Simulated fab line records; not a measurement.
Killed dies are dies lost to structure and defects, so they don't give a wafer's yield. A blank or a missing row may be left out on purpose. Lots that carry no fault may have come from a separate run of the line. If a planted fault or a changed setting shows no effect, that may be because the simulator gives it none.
Split-lot study	flow berkeleyCmos170	27 wafers read from 5 lots, route of 331 steps

## SPLIT DETAILS
At UCB170_SPACER_CVD_00 (deposits SiO2 from TEOS/O2, target thk 376 nm, time 47 s), the setting timeS was moved away from the recipe's 47 s on 6 of the 27 wafers read, by -34.1% to +19.1%. The other wafers ran this setting at the recipe's value.

## FROM THE SPLIT TO THE READING: what the file shows between them, 2 steps
- UCB170_SPACER_THK_MEAS_01
- UCB170_SPACER_ANNEAL_02: time 1800 s

## THE READING
oesProductAu, in a.u., at UCB170_SPACER_ETCHBACK_03 (etches SiO2 in CHF3/CF4/Ar, stops on Si, target depth 376 nm, time 100 s). Fault-free wafers of this fab line usually give 0.895 a.u., standard deviation 0.017 a.u.

wafer	tool, chamber at the split	timeS as run, s	against the recipe	oesProductAu, a.u.	against lot-mates on the recipe
L075.2	pecvd-03, 0	47	recipe	0.899	-
L075.4	pecvd-03, 1	47	recipe	0.926	-
L075.6	pecvd-03, 0	47	recipe	0.942	-
L081.1	pecvd-03, 2	47	recipe	0.878	-
L081.2	pecvd-03, 0	47	recipe	0.885	-
L081.3	pecvd-03, 1	47	recipe	0.892	-
L081.4	pecvd-03, 0	47	recipe	0.910	-
L081.5	pecvd-03, 1	47	recipe	0.899	-
L081.6	pecvd-03, 2	47	recipe	0.894	-
L083.1	pecvd-03, 1	55.96	+19.1%	0.965	+0.070
L083.2	pecvd-03, 0	47	recipe	0.869	-
L083.3	pecvd-03, 2	47	recipe	0.897	-
L083.4	pecvd-03, 0	55.96	+19.1%	0.997	+0.102
L083.5	pecvd-03, 1	47	recipe	0.918	-
L083.6	pecvd-03, 2	55.96	+19.1%	0.953	+0.058
L084.1	pecvd-03, 1	47	recipe	0.882	-
L084.2	pecvd-03, 2	30.97	-34.1%	0.669	-0.226
L084.3	pecvd-03, 0	30.97	-34.1%	0.671	-0.224
L084.4	pecvd-03, 2	30.97	-34.1%	0.660	-0.235
L084.5	pecvd-03, 1	47	recipe	0.888	-
L084.6	pecvd-03, 0	47	recipe	0.916	-
L085.1	pecvd-02, 1	47	recipe	0.909	-
L085.2	pecvd-02, 0	47	recipe	0.891	-
L085.3	pecvd-02, 2	47	recipe	0.875	-
L085.4	pecvd-02, 0	47	recipe	0.919	-
L085.5	pecvd-02, 1	47	recipe	0.911	-
L085.6	pecvd-02, 2	47	recipe	0.892	-

THE FIT
A straight line over all 27 wafers: oesProductAu changes by +0.00603 a.u. for each +1% of timeS; r = +0.96; the points scatter about the line by 0.024 a.u.
The same after taking each lot's own level away (the mean of its wafers on the recipe; 27 wafers): +0.006 a.u. for each +1%; r = +0.97; scatter 0.021 a.u.
According to that fit, moving timeS by its largest amount changes the reading by 0.2 a.u.
From 0.8930 to 0.9223 a.u.: that is the span of the lots' own levels, equal to 1.7 times the standard deviation above.
Consequently the slope shifts little with the lot-to-lot level, the two slopes agreeing.
Check: with one of the wafers moved furthest among these (-34.1%) left out of the fit, the line predicts -0.206 a.u. for it against its lot-mates. It came out at -0.226 a.u. against them.

## OTHER SPLITS APPLIED TO THESE WAFERS
Other splits were also applied to these wafers ahead of the reading. Each is held against what the fit with the lots' levels taken away leaves over:
other split on the same wafers	wafers away from the commonest value	r with oesProductAu (lot level and that fit taken away)
UCB170_START_OXIDATION_02 oxTimeS	18	-0.34
UCB170_FIELD_OXIDATION_01 oxTimeS	6	+0.18

## THE WHOLE CHAIN: every reading that the file lists as answering this split, in the file's order
step	what it does	reading	change (the file's fit)	r (the file's)
UCB170_SPACER_CVD_00	deposits SiO2 from TEOS/O2, target thk 376 nm, time 47 s	SiO2_of_SPACER_CVD_00.thkNm (the simulator's own value, which no gauge read)	+3.85 nm for each +1% of the setting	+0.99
UCB170_SPACER_THK_MEAS_01		SPACER_TEOS_THK	+3.86 for each +1% of the setting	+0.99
UCB170_SPACER_ETCHBACK_03	etches SiO2 in CHF3/CF4/Ar, stops on Si, target depth 376 nm, time 100 s	oesProductAu	+0.00606 a.u. for each +1% of the setting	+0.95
UCB170_SPACER_ETCHBACK_03	etches SiO2 in CHF3/CF4/Ar, stops on Si, target depth 376 nm, time 100 s	etch.depthNm (the simulator's own value, which no gauge read)	+3.6 nm for each +1% of the setting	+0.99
UCB170_M3_PROBE_99		etest.pmos_0p6.rOnOhmUm (the simulator's own value, which no gauge read)	+67.9 for each +1% of the setting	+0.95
UCB170_M3_PROBE_99		etest.nmos_0p6.rOnOhmUm (the simulator's own value, which no gauge read)	+17.9 for each +1% of the setting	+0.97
UCB170_M3_PROBE_99		etest.nmos_0p35.rOnOhmUm (the simulator's own value, which no gauge read)	+18 for each +1% of the setting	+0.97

## FILE'S OWN FIT
oesProductAu changes by +0.00606 a.u. for each +1% of timeS, r = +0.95.
